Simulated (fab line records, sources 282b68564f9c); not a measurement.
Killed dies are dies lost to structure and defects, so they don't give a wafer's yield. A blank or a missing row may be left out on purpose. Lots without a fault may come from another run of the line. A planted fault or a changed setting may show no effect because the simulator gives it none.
Chamber matching | flow rit_cmos | RIT_CONTACT_ETCH_11 on rie_diel-03: 4 sister chambers
The step etches SiO2 in CHF3/CF4/Ar, stops on TiSi2, target depth 480 nm, time 320 s. 7 wafers are shown with their chamber, then 8 later ones without.

WAFERS WITH THEIR CHAMBER
wafer  | chamber | throttle_valve_pct (%) | drypump_motor_current_A (A)
L314.4 | 3       | 8.92                   | 5.9
L315.2 | 3       | 8.93                   | 6.0
L319.2 | 0       | 8.98                   | 5.3
L319.6 | 2       | 9.15                   | 5.6
L330.2 | 2       | 9.14                   | 5.5
L330.4 | 1       | 9.02                   | 5.9
L333.2 | 1       | 9.02                   | 5.9

WAFERS WITHOUT THEIR CHAMBER
wafer  | throttle_valve_pct (%) | drypump_motor_current_A (A)
L333.5 | 9.02                   | 5.9
L333.6 | 8.97                   | 5.3
L334.2 | 9.13                   | 5.5
L334.4 | 9.03                   | 5.9
L334.5 | 9.02                   | 5.9
L336.1 | 8.97                   | 5.4
L336.4 | 8.93                   | 5.9
L336.5 | 8.97                   | 5.4

WHICH CHAMBER EACH WENT THROUGH
wafer  | from the rows above | in truth
L333.5 | 1                   | 1
L333.6 | 0                   | 0
L334.2 | 2                   | 2
L334.4 | 1                   | 1
L334.5 | 1                   | 1
L336.1 | 0                   | 0
L336.4 | 3                   | 3
L336.5 | 0                   | 0
Placed correctly: 8 of 8. Can't be placed from these rows: 0. Placed wrongly: 0.
How it was worked out, from the rows above alone: a wafer's distance from a chamber is the root of the sum, over the readings, of the square of ((its reading less the chamber's mean) divided by the reading's scatter). The wafer belongs to the nearest chamber; if the next one is less than 2 further off, it can't be placed. A chamber's mean is the mean of its shown wafers. The scatter: the root of (the sum of the squares of (reading less its chamber's mean) over the shown wafers, divided by (wafers less chambers)).
